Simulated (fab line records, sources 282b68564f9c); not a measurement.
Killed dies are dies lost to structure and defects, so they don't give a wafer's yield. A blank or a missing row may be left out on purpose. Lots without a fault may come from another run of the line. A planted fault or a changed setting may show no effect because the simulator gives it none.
fab line records | flow rit_cmos
record lots=5 wafers=15 last_day=6
route steps=202 shown PLDD@118 SPACER@125
lots that met no fault: from a run of the same line without faults
start_h: hours from the record's first day to the start of the lot's first wafer shown | wait_h: hours since the lot's step before | " the same as in the row above | L1.1+2: a row that stands for several wafers | - no value, or no start given | * or withheld: withheld | < > ~ a bound
route shown NAME@n: a module of which the file shows steps, and the number in the route of the first | usual: mean/standard deviation of fault-free wafers | same: alike in all rows | chamber/n: place in a boat | sites: the reading at each site | _std_site: their standard deviation | _edge_site: outer sites' mean less inner sites' | radius_mm: how far each site lies from the wafer's centre | mask NAME#n: copy n | behind: the tool/chamber that last shaped the wafer | hold: why the lot was held/for how many hours/how that ended | device: the transistor (n, p or np) that didn't switch | end of line: the same wafers' tests at the end of the route | a step without rows: its recipe alone | killed: dies lost to structure and defects at the first sort, not the wafer's yield | map: a wafer's dies, x killed, . not, _ none there
set.NAME: the setting as run; set.NAME@STEP: as run at that earlier step | model.NAME: the simulator's own value behind a step, which no gauge read
lots at some steps of the route; a table a step, a row a wafer
services: from which hour (start_h, from the record's first day; less than 0 if before it) a tool's chamber was out of use, for how many hours, and why
## steps
# step RIT_PLDD_PEB_04
# recipe resist=NOVOLAK temp_c=withheld time_s=withheld
# step RIT_PLDD_DEVELOP_05
# recipe resist=NOVOLAK develop_time_s=50 dev_temp_c=23
# step RIT_PLDD_OVL_MEAS_06
# usual PLDD_OVL=-0.8/1.8
# columns lot.wafer tool chamber start_h wait_h PLDD_OVL[nm]
L285.1 overlay-02 - 52.39 - -1.4
L285.5 " - " " -2.1
L285.6 " - " " -2.4
L295.2 overlay-01 - 104.78 - -2.0
L295.4 " - " " -3.5
L295.6 " - " " -3.3
L298.2 overlay-02 - 118.91 - 0.7
L298.3 " - " " 2.5
L298.4 " - " " 0.9
L299.1 overlay-02 - 122.26 - 0.7
L299.2 " - " " 0.9
L299.6 " - " " 1.4
L300.1 overlay-02 - 129.87 - -2.0
L300.2 " - " " -3.1
L300.4 " - " " -4.0
# step RIT_PLDD_HARDBAKE_07
# recipe resist=NOVOLAK temp_c=140 time_s=60
# step RIT_PLDD_IMPLANT_08
# recipe species=BF2 energy_kev=20 dose_cm2=9e+14 tilt_deg=7
# step RIT_PLDD_STRIP_09
# recipe chemistry=O2 time_s=180 resist=NOVOLAK platen_temp_c=withheld power_w=500 pressure_mtorr=4000 o2_flow_sccm=3944
# usual drypump_motor_current_A=5.8/0.38
# columns lot.wafer tool chamber start_h wait_h drypump_motor_current_A rf_hours_counter_h
L285.1 plasma_asher-02 1 52.73 0.1 5.4 27
L285.5 " 0 " " 5.4 -
L285.6 " 1 " " 5.4 -
L295.2 plasma_asher-01 1 105.11 0.1 6.3 45
L295.4 " 1 " " 6.2 -
L295.6 " 1 " " 6.2 -
L298.2 plasma_asher-02 1 119.24 0.1 5.4 33
L298.3 " 1 " " 5.4 -
L298.4 " 0 " " 5.4 -
L299.1 plasma_asher-02 0 122.59 0.1 5.4 34
L299.2 " 1 " " 5.4 34
L299.6 " 0 " " 5.4 -
L300.1 plasma_asher-03 1 130.20 0.1 5.4 50
L300.2 " 0 " " 6.1 50
L300.4 " 0 " " 6.1 -
# step RIT_PLDD_TW_MEAS_10
# usual PLDD_TW=2369/31
# columns lot.wafer tool chamber start_h wait_h PLDD_TW
L285.1 film_metro-01 - 52.90 0.1 2333
L285.5 " - " " 2333
L285.6 " - " " 2331
L295.2 film_metro-03 - 105.29 0.1 2391
L295.4 " - " " 2398
L295.6 " - " " 2405
L298.2 film_metro-03 - 119.43 0.1 2415
L298.3 " - " " 2408
L298.4 " - " " 2419
L299.1 film_metro-03 - 122.77 0.1 2398
L299.2 " - " " 2405
L299.6 " - " " 2395
L300.1 film_metro-01 - 130.38 0.1 2336
L300.2 " - " " 2338
L300.4 " - " " 2326
# step RIT_SPACER_CLEAN_00
# recipe chemistry=SC1 mix=3:3:50 time_s=600 temp_c=75
# step RIT_SPACER_CLEAN_01
# recipe chemistry=dHF dilution=50:1 time_s=30
# step RIT_SPACER_CLEAN_02
# recipe chemistry=SC2 mix=3:3:50 time_s=600 temp_c=75 dry=n2_spin
# step RIT_SPACER_CVD_03
# recipe material=Si3N4 target_thk_nm=250 temp_c=810 precursor=SiH2Cl2/NH3 time_s=3300 pressure_mtorr=300 sih2cl2_flow_sccm=60 nh3_flow_sccm=150
# step RIT_SPACER_THK_MEAS_04
# recipe reads=Si3N4_of_SPACER_CVD_03
# usual SPACER_NITRIDE_THK=250.7/2.4
# columns lot.wafer tool chamber start_h wait_h SPACER_NITRIDE_THK[nm]
L285.1 film_metro-04 - 55.26 0.0 251.5
L285.5 " - " " 249.6
L285.6 " - " " 251.4
L295.2 film_metro-04 - 109.08 0.0 249.8
L295.4 " - " " 249.4
L295.6 " - " " 249.2
L298.2 film_metro-04 - 121.77 0.0 244.9
L298.3 " - " " 247.4
L298.4 " - " " 250.0
L299.1 film_metro-03 - 125.11 0.0 248.8
L299.2 " - " " 249.3
L299.6 " - " " 249.1
L300.1 film_metro-03 - 132.72 0.0 251.3
L300.2 " - " " 254.8
L300.4 " - " " 252.0
# step RIT_SPACER_ETCHBACK_05
# recipe target_depth_a=2500 SF6_flow_sccm=30 CHF3_flow_sccm=30 target=Si3N4 chemistry=SF6/CHF3 pressure_mtorr=40 rf_w=250 time_s=240 stop_on=SiO2
# usual CHF3_flow_sccm=29.99/0.095 SF6_flow_sccm=30.00/0.088 drypump_motor_current_A=5.8/0.35 oes_product_au=0.847/0.013 throttle_valve_pct=10.31/0.16
# columns lot.wafer tool chamber start_h wait_h CHF3_flow_sccm SF6_flow_sccm drypump_motor_current_A oes_product_au rf_hours_counter_h throttle_valve_pct model.poly-Si_of_GATE_CVD_08.thk_nm model.Si3N4_of_SPACER_CVD_03.thk_nm model.SiO2_of_FOX2_OXIDATION_00.thk_nm
L285.1 rie_diel-03 0 55.32 0.1 30.03 29.92 5.7 0.852 88 10.56 174 198.9 184.1
L285.5 " 0 " " 30.06 29.92 5.7 0.862 - 10.57 173.6 197.4 181.4
L285.6 " 3 " " 30.15 30.06 5.4 0.864 - 10.24 170.7 197.8 178.9
L295.2 rie_diel-04 1 109.13 0.0 30.07 29.93 6.0 0.826 5 10.12 172.4 198.5 186.4
L295.4 " 3 " " 29.91 30.06 5.3 0.854 4 10.41 167.4 194.7 193.3
L295.6 " 0 " " 29.73 30.05 5.8 0.839 - 10.02 167.5 194.9 187.3
L298.2 rie_diel-03 1 121.82 0.0 - - - - - - 231.6 244.9 234.5
L298.3 " 3 " " - - - - - - 232.7 247.3 226.9
L298.4 " 0 " " - - - - - - 231 249.9 227.5
L299.1 rie_diel-02 2 125.17 0.1 30.14 30.12 5.4 0.844 125 10.17 171.4 196 178.8
L299.2 " 3 " " 29.88 30.04 6.2 0.836 5 10.33 168.8 195.6 172.9
L299.6 " 3 " " 30.13 29.94 6.2 0.836 - 10.33 170.8 195.5 176.9
L300.1 rie_diel-02 2 132.78 0.1 29.87 29.88 5.4 0.849 126 10.16 168.2 198.3 175.7
L300.2 " 3 " " 30.05 30.14 6.2 0.848 5 10.35 168 200.3 170.5
L300.4 " 2 " " 30.02 30.08 5.4 0.847 - 10.17 165.8 198.2 175.5
## services
# columns tool chamber start_h hours kind
rie_diel-04 3 36.94 7.7 repair
plasma_asher-02 - 67.41 14.6 pm
rie_diel-02 2 70.58 8.1 repair
rie_diel-04 0 80.98 5.6 repair
rie_diel-03 2 82.30 8.4 repair
rie_diel-04 3 87.23 8.6 repair
plasma_asher-01 - 89.01 4.5 repair
rie_diel-02 1 90.79 - clean
rie_diel-02 1 90.79 15.4 scheduled_down
rie_diel-02 1 90.79 15.4 vent_cycle
rie_diel-04 - 97.12 0.2 repair
rie_diel-02 0 108.87 - clean
rie_diel-02 0 108.87 29.4 scheduled_down
rie_diel-02 0 108.87 29.4 vent_cycle
plasma_asher-01 - 108.92 9.0 pm
plasma_asher-01 0 108.92 9.0 vent_cycle
plasma_asher-01 1 108.92 9.0 vent_cycle
plasma_asher-01 0 117.92 - clean
plasma_asher-01 1 117.92 - clean
plasma_asher-01 - 121.35 15.5 repair
rie_diel-02 1 123.64 10.8 repair
rie_diel-04 2 131.38 8.2 repair
## key
first_sign step=RIT_SPACER_ETCHBACK_05 reading=tool_record direction=missing
effect none on later readings
model_effect step=RIT_SPACER_ETCHBACK_05 value=poly-Si_of_GATE_CVD_08.thk_nm without=166.1 struck=231.8
met_at RIT_SPACER_ETCHBACK_05
struck_wafers L298.2,L298.3,L298.4
later_rows_left_out L298.2,L298.3,L298.4
sort_left_out L298.2,L298.3,L298.4
tester_left_out L298
onset_between 55.32 121.82
fault kind=skipped_step_whole tool=rie_diel-02,rie_diel-03 chamber=- onset_h=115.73 steps=RIT_SPACER_ETCHBACK_05 scope=struck_lots_only
# tester_left_out: of these lots the tester's yield and bins aren't shown, on N5 and GAA mostly nor the transistor test; their killed dies are dies lost to structure and defects alone, not to doping, threshold or leakage, so they don't give the yield
# sort_left_out: the simulated sort isn't trusted on such a fault, so these wafers' sort isn't shown, and their yield isn't known
# later_rows_left_out: the simulator's readings of these wafers behind a module that went badly wrong aren't trusted and aren't shown, but for the sort
